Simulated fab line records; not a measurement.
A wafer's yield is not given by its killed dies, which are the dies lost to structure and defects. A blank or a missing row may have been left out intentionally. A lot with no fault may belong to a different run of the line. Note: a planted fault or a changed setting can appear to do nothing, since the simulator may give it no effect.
Which tool is to blame? | flow rit-cmos | Sampling: 13 lots, 39 wafers, 2 of 202 route steps

== WHAT THE GAUGES SHOWED, per wafer ==
RIT_ACTIVE_THK_MEAS_02. Usual: for ACTIVE_OXIDE_THK the level is 46.3 nm and the standard deviation is 0.83.
lot  | measured    | on            | ACTIVE_OXIDE_THK (nm) | flag
L947 | day 1 18:37 | film-metro-02 | 47.2 46.9 47.3        |
L948 | day 1 23:07 | film-metro-02 | 47.4 47.0 47.3        |
L949 | day 2 03:05 | film-metro-01 | 46.2 45.1 45.9        |
L950 | day 2 08:51 | film-metro-01 | 46.3 46.3 47.0        |
L951 | day 2 13:35 | film-metro-04 | 47.6 47.1 46.8        |
L952 | day 2 19:53 | film-metro-04 | 47.6 47.2 47.2        |
L953 | day 2 23:41 | film-metro-02 | 46.1 46.1 45.2        |
L954 | day 3 04:03 | film-metro-02 | 47.6 47.2 47.1        |
L959 | day 4 07:18 | film-metro-02 | 46.1 47.2 46.7        |
L961 | day 4 15:55 | film-metro-02 | 39.3 37.5 37.7        | OFF
L966 | day 5 21:09 | film-metro-04 | 45.3 45.5 45.2        |
L967 | day 5 21:09 | film-metro-02 | 45.9 45.3 45.6        |
L968 | day 6 05:30 | film-metro-04 | 46.1 46.1 46.8        |

== WHAT TOOL EACH LOT RAN ON (gives the tool, then ch and the chambers of the sampled wafers, and finally the start) ==
lot  | RIT_ACTIVE_OXIDATION_01
L947 | furnace-03 ch 0, day 1 16:41
L948 | furnace-03 ch 0, day 1 21:10
L949 | furnace-04 ch 0, day 2 01:07
L950 | furnace-04 ch 0, day 2 06:55
L951 | furnace-03 ch 0, day 2 11:38
L952 | furnace-03 ch 0, day 2 17:56
L953 | furnace-04 ch 0, day 2 21:44
L954 | furnace-01 ch 0, day 3 02:07
L959 | furnace-04 ch 0, day 4 05:20
L961 | furnace-03 ch 0, day 4 13:59
L966 | furnace-04 ch 0, day 5 19:12
L967 | furnace-04 ch 0, day 5 19:12
L968 | furnace-04 ch 0, day 6 03:32
- RIT_ACTIVE_OXIDATION_01: target thk 46.8 nm, ox time 3360 s.

== AS READ BY THE TOOLS THEMSELVES (means over the sampled wafers that have a number; for cases with no such wafer, the mark the record gives instead) ==
The record holds no such reading with a usual standard deviation.

== THE ANSWER, worked out from the rows above alone ==
Rule: a lot is off if the mean of its wafers that have a number lies more than 3 standard deviations from the usual mean. Also off: a lot with no number at a reading for which 4 or more lots have one. All remaining lots with rows at the step are treated as sound. The gauges are gone through in route order, then the tools' own readings, and for those a lot's mean is taken as printed above. The first step at which some lot is off is used, and at that step the reading that is off furthest; a lot without a number counts as furthest.
Off: at RIT_ACTIVE_THK_MEAS_02 (ACTIVE_OXIDE_THK), L961.
A tool fits if, at a process step before that reading, it ran every lot that is off, and no sound lot after the first of them. The gauges at RIT_ACTIVE_THK_MEAS_02 are tried like those tools. One fits: RIT_ACTIVE_OXIDATION_01 on furnace-03. Its last sound lot is L952 (day 2 17:56), its first lot that is off L961 (day 4 13:59): a fault that began between those two fits.

== WHAT HAD BEEN PUT IN BY THE SIMULATOR ==
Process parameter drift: furnace-03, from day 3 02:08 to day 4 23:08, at RIT_ACTIVE_OXIDATION_01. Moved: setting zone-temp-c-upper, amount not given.
Struck lots among those shown: L961. The rule given above showed the same thing.
